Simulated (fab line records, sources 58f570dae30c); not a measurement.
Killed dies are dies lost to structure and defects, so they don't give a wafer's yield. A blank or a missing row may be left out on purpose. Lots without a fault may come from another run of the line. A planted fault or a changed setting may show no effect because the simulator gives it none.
Split-lot experiment | flow berkeley_cmos170 | 5 lots, 27 wafers read, on a route of 331 steps

THE SPLIT
At UCB170_V2_ETCH_14 (etches SiO2 in CHF3/CF4/Ar, stops on Al, target depth 1250 nm, time 291 s), the setting time_s was moved away from the recipe's 291 s on 12 of the 27 wafers read, by -57.7% to +57.3%. The other wafers ran this setting at the recipe's value.

FROM THE SPLIT TO THE READING: what the file shows between them, 1 step
- UCB170_V2_STRIP_15: strips in O2

THE READING
cd_nm, in nm, at UCB170_V2_CD_MEAS_90 (target cd 700 nm). Fault-free wafers of this fab line usually give 700.2 nm, standard deviation 1.3 nm.

wafer  | tool, chamber at the split | time_s as run, s | against the recipe | cd_nm, nm | against lot-mates on the recipe
L074.1 | rie_diel-04, 1             | 291              | recipe             | 700.9     | -
L074.2 | rie_diel-04, 3             | 403.9            | +38.8%             | 704.2     | +3.1
L074.3 | rie_diel-04, 0             | 291              | recipe             | 700.9     | -
L074.4 | rie_diel-04, 3             | 291              | recipe             | 701.5     | -
L074.5 | rie_diel-04, 1             | 403.9            | +38.8%             | 704.2     | +3.1
L074.6 | rie_diel-04, 0             | 403.9            | +38.8%             | 704.6     | +3.5
L076.1 | rie_diel-03, 1             | 291              | recipe             | 699.9     | -
L076.2 | rie_diel-03, 2             | 291              | recipe             | 700.6     | -
L076.3 | rie_diel-03, 3             | 210.6            | -27.6%             | 697.8     | -2.2
L076.4 | rie_diel-03, 0             | 210.6            | -27.6%             | 696.7     | -3.3
L076.5 | rie_diel-03, 1             | 291              | recipe             | 699.4     | -
L076.6 | rie_diel-03, 0             | 210.6            | -27.6%             | 697.9     | -2.1
L075.1 | rie_diel-01, 0             | 123              | -57.7%             | 693.7     | -6.5
L075.2 | rie_diel-01, 1             | 123              | -57.7%             | 695.5     | -4.7
L075.3 | rie_diel-01, 2             | 291              | recipe             | 699.4     | -
L075.4 | rie_diel-01, 3             | 291              | recipe             | 700.3     | -
L075.5 | rie_diel-01, 1             | 291              | recipe             | 701.0     | -
L075.6 | rie_diel-01, 0             | 123              | -57.7%             | 693.8     | -6.4
L084.1 | rie_diel-04, 0,1,0         | 291              | recipe             | 699.3     | -
L084.3 | rie_diel-04, 0,1,0         | 291              | recipe             | 698.8     | -
L084.6 | rie_diel-04, 0,1,0         | 291              | recipe             | 699.5     | -
L083.1 | rie_diel-01, 2             | 457.6            | +57.3%             | 706.9     | +5.6
L083.2 | rie_diel-01, 0             | 291              | recipe             | 701.5     | -
L083.3 | rie_diel-01, 1             | 291              | recipe             | 702.0     | -
L083.4 | rie_diel-01, 3             | 457.6            | +57.3%             | 705.1     | +3.8
L083.5 | rie_diel-01, 0             | 291              | recipe             | 700.3     | -
L083.6 | rie_diel-01, 1             | 457.6            | +57.3%             | 708.3     | +7.0
Where a row lists several chambers, the file gives one row for several wafers and doesn't say which wafer went through which chamber.

THE FIT
A straight line over all 27 wafers: cd_nm changes by +0.107 nm for each +1% of time_s; r = +0.97; the points scatter about the line by 0.92 nm.
The same after taking each lot's own level away (the mean of its wafers on the recipe; 27 wafers): +0.0958 nm for each +1%; r = +0.97; scatter 0.73 nm.
On that fit, the largest move of time_s shifts the reading by 5.5 nm.
The lots' own levels span 699.20 to 701.27 nm, that is 1.6 times the standard deviation above.
So the lot-to-lot level changes the slope: the two fits differ.
Check: with one of the wafers moved furthest among these (-57.7%) left out of the fit, the line predicts -5.42 nm for it against its lot-mates. It came out at -6.53 nm against them.

OTHER SPLITS ON THESE WAFERS
These wafers also went through other splits before the reading. Each is held against what the fit with the lots' levels taken away leaves over:
other split on the same wafers         | wafers away from the commonest value | r with cd_nm (lot level and that fit taken away)
UCB170_PWELL_ETCH_14 time_s            | 6                                    | +0.36
UCB170_ACTIVE_ETCH_15 target_depth_a   | 6                                    | +0.23
UCB170_M2_METAL_ETCH_18 target_depth_a | 9                                    | -0.18

THE WHOLE CHAIN: every reading that the file lists as answering this split, in the file's order
step                 | what it does                                                              | reading                                                              | change (the file's fit)                                                             | r (the file's)
UCB170_V2_ETCH_14    | etches SiO2 in CHF3/CF4/Ar, stops on Al, target depth 1250 nm, time 291 s | etch.depth_nm (the simulator's own value, which no gauge read)       | not straight: 527.3 at the lowest setting, 1000 at the recipe, 999.1 at the highest | not given
UCB170_V2_ETCH_14    | etches SiO2 in CHF3/CF4/Ar, stops on Al, target depth 1250 nm, time 291 s | V2.feature_depth_nm (the simulator's own value, which no gauge read) | not straight: 527.3 at the lowest setting, 1000 at the recipe, 1017 at the highest  | not given
UCB170_V2_STRIP_15   | strips in O2                                                              | strip_time_to_endpoint_s                                             | withheld for each +1% of the setting                                                | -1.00
UCB170_V2_CD_MEAS_90 | target cd 700 nm                                                          | cd_nm                                                                | +0.0959 nm for each +1% of the setting                                              | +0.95

THE FILE'S OWN FIT
cd_nm changes by +0.0959 nm for each +1% of time_s, r = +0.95.
